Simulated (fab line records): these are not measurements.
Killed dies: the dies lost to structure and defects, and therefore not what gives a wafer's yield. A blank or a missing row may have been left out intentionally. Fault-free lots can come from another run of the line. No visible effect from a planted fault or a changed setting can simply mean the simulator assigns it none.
Which tool is to blame? | flow ritCmos | 42 wafers from 14 lots sampled at 5 of the route's 202 steps

== WHAT EACH GAUGE READ, for each wafer ==
RIT_CONTACT_CD_MEAS_08: the cd target is 1000 nm. Usual: 999.8 nm for cdNm, sd 2.3.
lot  | measured    | on       | cdNm (nm)            | flag
L782 | day 3 06:44 | cdSem-02 | 999.8 1000.2 1000.4  | 
L783 | day 3 12:43 | cdSem-01 | 1000.0 1000.1 999.9  | 
L784 | day 3 16:20 | cdSem-01 | 1004.1 1003.9 1004.0 | 
L785 | day 4 00:59 | cdSem-01 | 1000.6 999.9 998.8   | 
L786 | day 4 05:40 | cdSem-01 | 997.6 997.9 999.3    | 
L787 | day 4 09:31 | cdSem-01 | 1004.6 1006.2 1003.9 | 
L788 | day 4 16:16 | cdSem-01 | 997.4 999.8 999.0    | 
L791 | day 5 06:52 | cdSem-01 | 1001.7 1002.4 1001.0 | 
L792 | day 5 10:58 | cdSem-01 | 997.9 999.0 998.3    | 
L793 | day 5 13:57 | cdSem-02 | 1004.3 1002.1 1002.0 | 
L795 | day 5 22:09 | cdSem-01 | 997.3 995.8 997.6    | 
L797 | day 6 09:49 | cdSem-02 | 1000.9 1003.4 1001.6 | 
L800 | day 7 02:23 | cdSem-02 | 995.3 999.0 997.5    | 
L802 | day 7 09:19 | cdSem-01 | 999.1 999.2 998.0    | 

RIT_M1_OVL_MEAS_10. Usual: M1_OVL -0.7 nm, standard deviation 1.6.
lot  | measured    | on         | M1_OVL (nm)       | flag
L782 | day 3 09:34 | overlay-02 | -1.1 -0.1 0.2     | 
L783 | day 3 15:22 | overlay-01 | -0.4 -2.8 0.0     | 
L784 | day 3 18:58 | overlay-01 | 0.6 -0.3 0.8      | 
L785 | day 4 03:43 | overlay-02 | -0.3 -0.6 0.1     | 
L786 | day 4 08:31 | overlay-01 | -2.5 -1.3 0.3     | 
L787 | day 4 12:08 | overlay-01 | -1.6 -1.8 -1.8    | 
L788 | day 4 18:53 | overlay-02 | -3.2 -2.5 -1.8    | 
L791 | day 5 09:50 | overlay-02 | -1.9 -1.4 -3.8    | 
L792 | day 5 13:44 | overlay-02 | -0.7 -1.7 -1.1    | 
L793 | day 5 16:43 | overlay-02 | -1.8 -2.9 -1.4    | 
L795 | day 6 00:56 | overlay-02 | 357.9 358.6 359.3 | OFF
L797 | day 6 12:32 | overlay-02 | 357.2 356.1 358.9 | OFF
L800 | day 7 05:20 | overlay-01 | 1.8 1.3 1.9       | 
L802 | day 7 11:56 | overlay-02 | -1.7 -3.2 -2.5    | 

== EACH LOT AND THE TOOL THAT RAN IT (in order: tool; ch and the chambers of the sampled wafers; start) ==
lot  | RIT_SDANNEAL_RTA_03            | RIT_SILICIDE_RTA_04            | RIT_M1_EXPOSE_06
L782 | rtpAnneal-02 ch 0, day 3 04:16 | rtpAnneal-01 ch 0, day 3 05:09 | ilineStepper-01 ch 0, day 3 09:01
L783 | rtpAnneal-01 ch 0, day 3 10:35 | rtpAnneal-02 ch 0, day 3 11:28 | ilineStepper-01 ch 0, day 3 14:49
L784 | rtpAnneal-01 ch 0, day 3 14:11 | rtpAnneal-01 ch 0, day 3 15:04 | ilineStepper-01 ch 0, day 3 18:26
L785 | rtpAnneal-02 ch 0, day 3 22:52 | rtpAnneal-01 ch 0, day 3 23:44 | ilineStepper-01 ch 0, day 4 03:10
L786 | rtpAnneal-01 ch 0, day 4 03:31 | rtpAnneal-02 ch 0, day 4 04:24 | ilineStepper-02 ch 0, day 4 07:58
L787 | rtpAnneal-02 ch 0, day 4 07:23 | rtpAnneal-01 ch 0, day 4 08:16 | ilineStepper-02 ch 0, day 4 11:35
L788 | rtpAnneal-01 ch 0, day 4 13:55 | rtpAnneal-02 ch 0, day 4 14:47 | ilineStepper-02 ch 0, day 4 18:20
L791 | rtpAnneal-02 ch 0, day 5 04:19 | rtpAnneal-01 ch 0, day 5 05:13 | ilineStepper-01 ch 0, day 5 09:18
L792 | rtpAnneal-01 ch 0, day 5 08:50 | rtpAnneal-02 ch 0, day 5 09:43 | ilineStepper-01 ch 0, day 5 13:04
L793 | rtpAnneal-02 ch 0, day 5 11:39 | rtpAnneal-01 ch 0, day 5 12:32 | ilineStepper-02 ch 0, day 5 16:10
L795 | rtpAnneal-02 ch 0, day 5 20:01 | rtpAnneal-01 ch 0, day 5 20:53 | ilineStepper-01 ch 0, day 6 00:23
L797 | rtpAnneal-02 ch 0, day 6 07:32 | rtpAnneal-01 ch 0, day 6 08:25 | ilineStepper-01 ch 0, day 6 12:01
L800 | rtpAnneal-01 ch 0, day 7 00:14 | rtpAnneal-02 ch 0, day 7 01:08 | ilineStepper-02 ch 0, day 7 04:47
L802 | rtpAnneal-01 ch 0, day 7 07:10 | rtpAnneal-02 ch 0, day 7 08:03 | ilineStepper-02 ch 0, day 7 11:23
- RIT_SDANNEAL_RTA_03: time 5 s.
- RIT_SILICIDE_RTA_04: time 10 s, ramp up 5 s, ramp down 5 s.
- RIT_M1_EXPOSE_06: exposes mask M12, target cd 2600 nm.

== WHAT THE TOOLS THEMSELVES READ (means of the sampled wafers that have a number; where no wafer has one, the mark that the record gives instead) ==
RIT_SDANNEAL_RTA_03. Usual: 1053.3 for wafer_temp_C_max, sd 1.1.
lot  | tool         | wafer_temp_C_max | flag
L782 | rtpAnneal-02 | 1053.6           | 
L783 | rtpAnneal-01 | 1053.7           | 
L784 | rtpAnneal-01 | 1053.1           | 
L785 | rtpAnneal-02 | 1053.3           | 
L786 | rtpAnneal-01 | 1053.5           | 
L787 | rtpAnneal-02 | 1052.3           | 
L788 | rtpAnneal-01 | 1052.5           | 
L791 | rtpAnneal-02 | 1052.7           | 
L792 | rtpAnneal-01 | 1053.2           | 
L793 | rtpAnneal-02 | 1053.9           | 
L795 | rtpAnneal-02 | 1053.9           | 
L797 | rtpAnneal-02 | 1053.6           | 
L800 | rtpAnneal-01 | 1053.1           | 
L802 | rtpAnneal-01 | 1053.6           | 

RIT_SILICIDE_RTA_04. Usual: 651.9 for wafer_temp_C_max, sd 0.49.
lot  | tool         | wafer_temp_C_max | flag
L782 | rtpAnneal-01 | 651.2            | 
L783 | rtpAnneal-02 | 652.7            | 
L784 | rtpAnneal-01 | 652.1            | 
L785 | rtpAnneal-01 | 651.5            | 
L786 | rtpAnneal-02 | 652.1            | 
L787 | rtpAnneal-01 | 651.9            | 
L788 | rtpAnneal-02 | 652.3            | 
L791 | rtpAnneal-01 | 651.8            | 
L792 | rtpAnneal-02 | 651.9            | 
L793 | rtpAnneal-01 | 651.3            | 
L795 | rtpAnneal-01 | 651.5            | 
L797 | rtpAnneal-01 | 652.4            | 
L800 | rtpAnneal-02 | 651.8            | 
L802 | rtpAnneal-02 | 652.0            | 

== THE ANSWER, worked out from the rows above alone ==
Rule: take the mean of a lot's wafers that have a number; if it is more than 3 standard deviations from the usual mean, the lot is off. Also off: a lot with no number at a reading for which 4 or more lots have one. The other lots that the step has rows for count as sound. First the gauges in route order, then the tools' own readings, where a lot's mean is used as printed above. The first step at which some lot is off is used, and at that step the reading that is off furthest; a lot without a number counts as furthest.
Off: L795, L797, seen at RIT_M1_OVL_MEAS_10 (M1_OVL).
If a tool, at a process step before that reading, ran all the lots that are off and no sound lot after the first of them, it fits. The gauges at RIT_M1_OVL_MEAS_10 are tried like those tools. Can't be told from this: 3 tools fit, rtpAnneal-02 at RIT_SDANNEAL_RTA_03, rtpAnneal-01 at RIT_SILICIDE_RTA_04, ilineStepper-01 at RIT_M1_EXPOSE_06.

== WHAT THE SIMULATOR HAD INSERTED ==
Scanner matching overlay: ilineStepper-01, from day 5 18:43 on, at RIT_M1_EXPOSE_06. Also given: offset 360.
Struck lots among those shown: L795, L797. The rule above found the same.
